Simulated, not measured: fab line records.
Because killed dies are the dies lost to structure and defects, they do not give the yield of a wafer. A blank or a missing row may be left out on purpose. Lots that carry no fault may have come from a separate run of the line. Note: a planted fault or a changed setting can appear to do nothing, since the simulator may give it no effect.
Problem report, 8D (eight disciplines) form, completed by code | flow berkeleyCmos170 | the parts of the form that need people (team, actions taken, sign-off) are left out

1. WHAT IS WRONG
primeTempC at UCB170_M2_HMDS_04 reads a mean of 100.73 C on 4 wafers of 2 lots; wafers without a fault read 100.02 C with a standard deviation of 0.13. That is +5.5 standard deviations from the usual mean.
The step: prime time 60 s.
First observed at day 11 18:01: wafer L607.2, on lithoTrack-01. The record holds 40 wafers of 14 lots with a number at this step. Rule for "out" (also "out of limits"): further than 4 standard deviations from the usual mean. Any other wafer with a number is counted as sound.

2. WHAT THIS IS AND IS NOT
question                    | is                     | is not
which readings at this step | primeTempC             | -
which lots                  | L607, L608             | L591, L592, L593, L594, L595, L598, L600, L601, L603, L605, L606, L612
which wafers of those lots  | all that have a number | -
read on which tools         | lithoTrack-01          | lithoTrack-02, lithoTrack-03
when                        | from day 11 18:01      | up to then (30 sound wafers); but 6 sound wafers of L606, L612 came after

3. WHAT RULES OUT EACH SUSPECT
Counting: a tool at a process step up to the reading stays a suspect if it ran every lot that is out and no sound lot after the first of them.
- lithoTrack-01 at UCB170_M2_HMDS_04 (prime time 60 s): kept. It ran every lot that is out, first L607 (day 11 18:01), and no sound lot after that; its last sound lot up to then is L600 (day 10 19:53). Out on those wafers are its own readings of primeTempC.
Remaining after the count: lithoTrack-01 at UCB170_M2_HMDS_04.

4. THE CAUSE (what the simulator had put in)
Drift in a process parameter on lithoTrack-01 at UCB170_M2_HMDS_04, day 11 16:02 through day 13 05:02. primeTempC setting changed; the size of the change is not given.
Only this tool survived the counting.

5. THE EFFECT CHAIN, in route order
Each row: a reading where the mean over the struck wafers with a number is more than 3 standard deviations away from the usual. Readings are gone through only where the record gives a usual standard deviation; hours: the median, over the lots, of the time from a lot's start at the first step in this table giving one to that lot's start at this step; sigmas: the change measured in usual standard deviations.
hours | step              | reading    | usual    | on struck wafers | change | sigmas
0     | UCB170_M2_HMDS_04 | primeTempC | 100.02 C | 100.73           | +0.72  | +5.5
It contains these process steps:
- UCB170_M2_HMDS_04: prime time 60 s.
At these later measuring or inspecting steps, every struck wafer for which the step has a row has a number for every such reading, and none has moved that far: UCB170_V2_OVL_MEAS_13.

6. WHAT WOULD HAVE CAUGHT IT SOONER
The fault began at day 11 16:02; the first out-of-limits reading in this record came at day 11 18:01, 2 hours later.
